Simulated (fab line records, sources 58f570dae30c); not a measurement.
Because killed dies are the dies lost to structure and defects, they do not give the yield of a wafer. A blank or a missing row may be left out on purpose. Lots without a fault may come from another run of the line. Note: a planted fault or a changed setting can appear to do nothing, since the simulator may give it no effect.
A struck lot beside a sound one | flow berkeley cmos170 | 17 out of 331 route steps
Sound: wafers L614.1, L614.2, L614.5. Struck: wafer L628.3 (L628.2, L628.6, from the same lot, were not struck and are left out); the cause is given at the end.
Order at every step that has rows: each side's tool, ch and its chambers, its first start. Under that, the readings that differ: sound wafers | struck wafers | difference of the means | sigmas: that difference in standard deviations of wafers without a fault.
alike: a reading whose means differ by less than 2 such deviations, as well as words and numbers matching on both sides. not compared: withheld readings; readings where some wafer has no value; bounds like >300 that might hide an equal value; numbers whose values overlap and for which the record gives no deviation.
A row with sigmas, a row that says differs or no value, or rows on one side alone: a step with any of these is where the two part. Numbers that don't overlap but have no deviation are shown without sigmas and don't part them. A reading missing from all wafers of one side parts the sides only when that side holds two or more wafers.

first, 1 step without rows for these wafers: UCB170_M2_SOFTBAKE_06 (time 60 s).
UCB170_M2_STRIP_07: strips in O2.
  sound on plasma asher-01 ch 0,1, day 9 09:53; struck on plasma asher-01 ch 0, day 12 21:44
  reading                      | sound             | struck | difference | sigmas
  strip time to endpoint s (s) | 21.97 22.04 21.98 | 21.83  | -0.17      | -3
  alike: drypump motor current A, oes product au
  not compared: rf hours counter h
then, 7 steps without rows for these wafers: UCB170_M2_STRIP_08 (strips KrF in DMSO, time 600 s); UCB170_M2_COAT_09; UCB170_M2_COAT_10 (resist thk 900 nm); UCB170_M2_SOFTBAKE_11 (time 60 s); UCB170_M2_EXPOSE_12 (exposes mask METAL2, target cd 700 nm); UCB170_M2_PEB_13; UCB170_M2_DEVELOP_14 (develop time 45 s).
UCB170_M2_CD_MEAS_15 targets a cd of 700 nm.
  sound on cd sem-02, day 9 11:04; struck on cd sem-01, day 12 22:56
  reading    | sound             | struck | difference | sigmas
  cd nm (nm) | 697.6 697.3 697.0 | 701.8  | +4.5       | +3
UCB170_M2_OVL_MEAS_16:
  sound on overlay-02, day 9 11:11; struck on overlay-02, day 12 23:02
  alike: M2_OVL
UCB170_M2_ETCH_17: etches BARC in N2/H2.
  sound on rie diel-01 ch 2,3, day 9 11:13; struck on rie diel-01 ch 2, day 12 23:04
  reading                | sound             | struck | difference | sigmas
  throttle valve pct (%) | 13.58 13.01 13.03 | 13.59  | +0.38      | +2
  alike: drypump motor current A, oes product au, rf fwd power W
UCB170_M2_METAL_ETCH_18: etches Al in Cl2/BCl3, stops on SiO2, target depth 1170 nm, time 195 s.
  sound on rie metal-04 ch 0,1, day 9 11:16; struck on rie metal-01 ch 0, day 12 23:07
  reading                             | sound             | struck | difference | sigmas
  oes product au (a.u.)               | 0.844 0.862 0.857 | 0.783  | -0.071     | -5
  rf fwd power W (W)                  | 596.0 597.8 597.5 | 357.4  | -239.7     | -99 or more
  throttle valve pct (%)              | 24.13 24.44 24.15 | 24.70  | +0.46      | +3
  model.KrF_of_M2_COAT_10.thk nm (nm) | 206.9 223.9 200   | 453.9  | +243.6     |
  model.M2.feature depth nm (nm)      | 943.3 939.9 947.4 | 760.7  | -182.8     |
  model.etch.depth nm (nm)            | 887.4 884.6 890.9 | 760.7  | -126.9     |
  alike: drypump motor current A
  not compared: rf hours counter h
UCB170_M2_STRIP_19: strips in O2.
  sound on plasma asher-02 ch 0,1, day 9 11:26; struck on plasma asher-03 ch 1, day 12 23:18
  reading               | sound             | struck | difference | sigmas
  oes product au (a.u.) | 0.542 0.550 0.525 | 0.725  | +0.186     | +19
  alike: drypump motor current A
  not compared: rf hours counter h
UCB170_M2_CD_MEAS_90 targets a cd of 700 nm.
  sound on cd sem-01, day 9 11:32; struck on cd sem-01, day 12 23:25
  reading    | sound             | struck | difference | sigmas
  cd nm (nm) | 694.3 699.6 697.0 | 722.7  | +25.7      | +10
UCB170_V2_CVD_00: deposits SiO2 from TEOS/O2, target thk 2000 nm, time 250 s.
  the record has rows for the sound wafers here (pecvd-04 ch 0,2, day 9 11:40) and none for the struck ones
UCB170_M3_PROBE_99:
  record: rows for the struck wafers here (prober-02, day 13 07:34), none for the sound ones

WHERE THEY PART
First at UCB170_M2_STRIP_07; last, within this record, at UCB170_M3_PROBE_99.

WHY: whatever the simulator had introduced
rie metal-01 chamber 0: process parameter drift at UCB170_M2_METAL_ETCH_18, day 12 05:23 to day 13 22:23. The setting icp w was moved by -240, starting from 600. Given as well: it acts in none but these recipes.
